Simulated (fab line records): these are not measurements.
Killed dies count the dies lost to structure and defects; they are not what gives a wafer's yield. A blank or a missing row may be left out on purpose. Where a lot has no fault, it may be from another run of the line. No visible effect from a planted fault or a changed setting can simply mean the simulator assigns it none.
Code-filled problem report in 8D (eight disciplines) form	flow rit_cmos	the parts of the form that need people (team, actions taken, sign-off) are left out

## 1. WHAT IS WRONG
Wafers free of any fault read 354 nm (standard deviation 7) for FOX1_OXIDE_THK at RIT_FOX1_THK_MEAS_01, against a mean of 395 nm on 6 wafers of 2 lots. That puts it +5.9 standard deviations away from the usual mean.
First observed at day 5 02:39: wafer L326.4, on film_metro-04. Wafers with a number at this step in the record: 42, from 14 lots. The rule behind "out" and "out of limits": a value lying over 4 standard deviations away from the usual mean. The rest of the wafers with a number are treated as sound.

## 2. WHAT IT IS, WHAT IT ISN'T
question	is	is not
which readings at this step	FOX1_OXIDE_THK	-
which lots	L326, L328	L310, L311, L314, L315, L316, L317, L318, L323, L325, L329, L331, L333
which wafers of those lots	all that have a number	-
read on which gauges	film_metro-04	film_metro-01, film_metro-02
when	from day 5 02:39	up to then (27 sound wafers); but 9 sound wafers of L329, L331, L333 came after

## 3. WHAT RULES OUT EACH SUSPECT
Counting: a tool at any process step up to the reading remains a suspect when it ran all the lots that are out and ran no sound lot after the first of those.
- the gauge at RIT_FOX1_THK_MEAS_01 is ruled out. All the wafers that are out were read on film_metro-04, but those of them that RIT_FOX1_OXIDATION_00 has rows for are out there too, on other tools.
- furnace-04 at RIT_FOX1_OXIDATION_00 (target thk 350.7 nm, ox time 1130 s): kept. Every lot that is out went through it, starting with L326 (day 5 01:18), and after that it ran no sound lot; the last sound lot it ran before then is L325 (day 4 21:39). Its own readings are out on those wafers: spike_tc_centre_C, spike_tc_load_C, spike_tc_source_C, tube_center_temp_C, tube_center_temp_C_max.
The count leaves furnace-04 at RIT_FOX1_OXIDATION_00.

## 4. THE CAUSE (what the simulator had put in)
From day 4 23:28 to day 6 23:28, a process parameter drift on furnace-04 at RIT_FOX1_OXIDATION_00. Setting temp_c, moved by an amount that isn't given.
This tool alone remained once counting was done.

## 5. SEQUENCE OF EFFECTS, ordered by route
Rows list readings where the struck wafers' mean (over those with a number) sits beyond 3 standard deviations from the usual. Readings are gone through only where the record gives a usual standard deviation; hours: the median, over the lots, of the time from a lot's start at the first step in this table giving one to that lot's start at this step; sigmas: the change measured in usual standard deviations.
hours	step	reading	usual	on struck wafers	change	sigmas
0	RIT_FOX1_OXIDATION_00	spike_tc_centre_C	1103.5 C	1130.0	+26.5	+22
0	RIT_FOX1_OXIDATION_00	spike_tc_load_C	1128.2 C	1153.2	+25.0	+14
0	RIT_FOX1_OXIDATION_00	spike_tc_source_C	1124.0 C	1152.2	+28.2	+10
0	RIT_FOX1_OXIDATION_00	tube_center_temp_C	1100 C	1125	+25	+99 or more
0	RIT_FOX1_OXIDATION_00	tube_center_temp_C_max	1102.8	1127.8	+25.0	+59
1	RIT_FOX1_THK_MEAS_01	FOX1_OXIDE_THK	354 nm	395	+41	+5.9
Process steps it contains:
- RIT_FOX1_OXIDATION_00: target thk 350.7 nm, ox time 1130 s.

## 6. HOW IT WOULD HAVE BEEN CAUGHT EARLIER
The first out-of-limits reading at a measuring or inspecting step in this record came at day 5 02:39, 3 hours after the fault's start at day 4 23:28.
The tool's own readings at RIT_FOX1_OXIDATION_00 were out on every struck wafer that the step has a row for (spike_tc_centre_C, spike_tc_load_C, spike_tc_source_C, tube_center_temp_C, tube_center_temp_C_max): an alarm limit on them would have fired on the first of those.
Lots out: 2; of these, L328 started RIT_FOX1_OXIDATION_00 on furnace-04 after day 5 02:39. Putting the tool on hold at that point would have spared it.
